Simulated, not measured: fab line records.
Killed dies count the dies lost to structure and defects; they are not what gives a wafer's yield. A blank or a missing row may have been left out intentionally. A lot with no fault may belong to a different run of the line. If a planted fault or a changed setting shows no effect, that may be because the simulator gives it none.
Comparing a struck lot with a sound one	flow berkeley-cmos170	15 steps out of a route of 331
Sound: these wafers, L139.3, L139.4, L139.5. The struck wafers were L136.3, L136.4, L136.5. The cause is given at the end.
Order at every step that has rows: each side's tool, ch and its chambers, its first start. Under that, the readings that differ: sound wafers	struck wafers	difference of the means	sigmas: that difference in standard deviations of wafers without a fault.
alike: a reading whose means differ by less than 2 such deviations, as well as words and numbers matching on both sides. not compared: withheld readings; readings where some wafer has no value; bounds like >300 that might hide an equal value; numbers whose values overlap and for which the record gives no deviation.
The two part at a step that has a row with sigmas, a row that says differs or no value, or rows on one side only. Non-overlapping numbers with no deviation appear without sigmas and do not part them. A reading missing from all wafers of one side parts the sides only when that side holds two or more wafers.

UCB170_ACTIVE_THK_MEAS_03:
  sound on film-metro-02 at day 7 09:29; struck on film-metro-02 at day 6 17:46
  alike: ACTIVE_OXIDE_THK
then, 2 steps without rows for these wafers: UCB170_ACTIVE_ANNEAL_04 (time 900 s); UCB170_ACTIVE_CVD_05 (deposits Si3N4 from SiH2Cl2/NH3, target thk 220 nm, time 3300 s).
UCB170_ACTIVE_THK_MEAS_06:
  sound on film-metro-01 at day 7 19:47; struck on film-metro-02 at day 7 01:56
  alike: ACTIVE_NITRIDE_THK
then, 6 steps without rows for these wafers: UCB170_ACTIVE_HMDS_07 (prime time 60 s); UCB170_ACTIVE_COAT_08 (resist thk 900 nm); UCB170_ACTIVE_SOFTBAKE_09 (time 60 s); UCB170_ACTIVE_EXPOSE_10 (exposes mask ACTIVE, target cd 1200 nm); UCB170_ACTIVE_PEB_11; UCB170_ACTIVE_DEVELOP_12 (develop time 45 s).
UCB170_ACTIVE_CD_MEAS_13 targets a cd of 1200 nm.
  sound on cd-sem-02 at day 7 21:03; struck on cd-sem-02 at day 7 03:35
  alike: cd-nm
UCB170_ACTIVE_OVL_MEAS_14:
  sound on overlay-01 at day 7 21:08; struck on overlay-02 at day 7 03:40
reading	sound	struck	difference	sigmas
ACTIVE_OVL (nm)	7 4 -1	-8 -11 -16	-15	-2
UCB170_ACTIVE_ETCH_15: etches Si3N4 in CH3F/Ar/O2, stops on SiO2, target depth 242 nm, time 151 s.
  sound on rie-diel-02 ch 0,1,2, day 7 21:10; struck on rie-diel-04 ch 0,1,2, day 7 03:41
reading	sound	struck	difference	sigmas
rf-fwd-power-W (W)	447.0 447.2 450.0	377.0 376.8 372.9	-72.5	-48
  alike: drypump-motor-current-A, oes-product-au, throttle-valve-pct
  not compared: rf-hours-counter-h, model.KrF_of_ACTIVE_COAT_08.thk-nm
UCB170_ACTIVE_STRIP_16: strips in O2.
  sound on plasma-asher-03 ch 0,1, day 7 21:18; struck on plasma-asher-03 ch 0,1, day 7 03:50
reading	sound	struck	difference	sigmas
strip-time-to-endpoint-s (s)	18.40 18.40 18.53	18.64 18.73 18.54	+0.19	+3
  alike: drypump-motor-current-A, oes-product-au
  not compared: rf-hours-counter-h
UCB170_ACTIVE_CD_MEAS_90 targets a cd of 1200 nm.
  sound on cd-sem-02 at day 7 21:25; struck on cd-sem-02 at day 7 04:11
  alike: cd-nm

== WHERE THEY PART ==
Last at UCB170_ACTIVE_STRIP_16 as far as this record goes, first at UCB170_ACTIVE_OVL_MEAS_14. Later steps at which nothing parts them and some readings are alike: UCB170_ACTIVE_CD_MEAS_90.

WHY: the cause the simulator had injected
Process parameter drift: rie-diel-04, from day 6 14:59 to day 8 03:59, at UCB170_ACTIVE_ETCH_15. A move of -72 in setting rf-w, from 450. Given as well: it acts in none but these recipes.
